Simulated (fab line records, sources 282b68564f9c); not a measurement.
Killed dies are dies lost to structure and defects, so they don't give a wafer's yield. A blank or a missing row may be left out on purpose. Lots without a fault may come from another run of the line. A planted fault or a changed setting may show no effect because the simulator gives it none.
Chamber matching | flow rit_cmos | RIT_CONTACT_ETCH_11 on rie_diel-03: 3 sister chambers
The step etches SiO2 in CHF3/CF4/Ar, stops on TiSi2, target depth 480 nm, time 320 s. 14 wafers are shown with their chamber, then 7 later ones without.

WAFERS WITH THEIR CHAMBER
wafer  | chamber | drypump_motor_current_A (A) | throttle_valve_pct (%) | oes_product_au (a.u.)
L205.3 | 0       | 5.9                         | 8.85                   | 0.963
L205.4 | 3       | 4.8                         | 9.01                   | 0.991
L205.5 | 1       | 5.1                         | 9.02                   | 0.973
L206.2 | 3       | 4.7                         | 9.02                   | 0.993
L206.4 | 3       | 4.8                         | 9.00                   | 0.989
L206.6 | 0       | 5.9                         | 8.86                   | 0.960
L209.3 | 1       | 5.1                         | 9.02                   | 0.970
L209.4 | 0       | 5.9                         | 8.86                   | 0.962
L209.6 | 1       | 5.1                         | 9.01                   | 0.978
L211.2 | 3       | 4.8                         | 9.01                   | 0.985
L211.4 | 3       | 4.8                         | 8.99                   | 0.988
L211.6 | 0       | 5.9                         | 8.85                   | 0.958
L212.3 | 3       | 4.8                         | 9.00                   | 0.987
L212.4 | 0       | 5.9                         | 8.85                   | 0.961

SIGNATURES (means of the wafers above)
reading                 | chamber 0 | chamber 1 | chamber 3 | scatter within a chamber
drypump_motor_current_A | 5.900     | 5.100     | 4.783     | 0.0275
throttle_valve_pct      | 8.8540    | 9.0167    | 9.0050    | 0.00818
oes_product_au          | 0.96080   | 0.97367   | 0.98883   | 0.00283
Rule: a wafer's distance from a chamber is the root of the sum, over the readings, of the square of ((its reading less the chamber's mean) divided by the reading's scatter). The wafer belongs to the nearest chamber; if the next one is less than 2 further off, it can't be placed. The scatter: the root of (the sum of the squares of (reading less its chamber's mean) over the shown wafers, divided by (wafers less chambers)).

WAFERS WITHOUT THEIR CHAMBER
wafer  | drypump_motor_current_A (A) | throttle_valve_pct (%) | oes_product_au (a.u.)
L212.5 | 5.1                         | 9.02                   | 0.965
L213.1 | 4.8                         | 9.00                   | 0.982
L213.4 | 4.8                         | 9.00                   | 0.988
L213.6 | 5.1                         | 9.01                   | 0.966
L215.2 | 5.9                         | 8.85                   | 0.959
L215.3 | 4.8                         | 9.00                   | 0.985
L215.4 | 5.1                         | 9.02                   | 0.974

WHICH CHAMBER EACH WENT THROUGH
wafer  | from the rows above | in truth
L212.5 | 1                   | 1
L213.1 | 3                   | 3
L213.4 | 3                   | 3
L213.6 | 1                   | 1
L215.2 | 0                   | 0
L215.3 | 3                   | 3
L215.4 | 1                   | 1
Placed correctly: 7 of 7. Can't be placed from these rows: 0. Placed wrongly: 0.
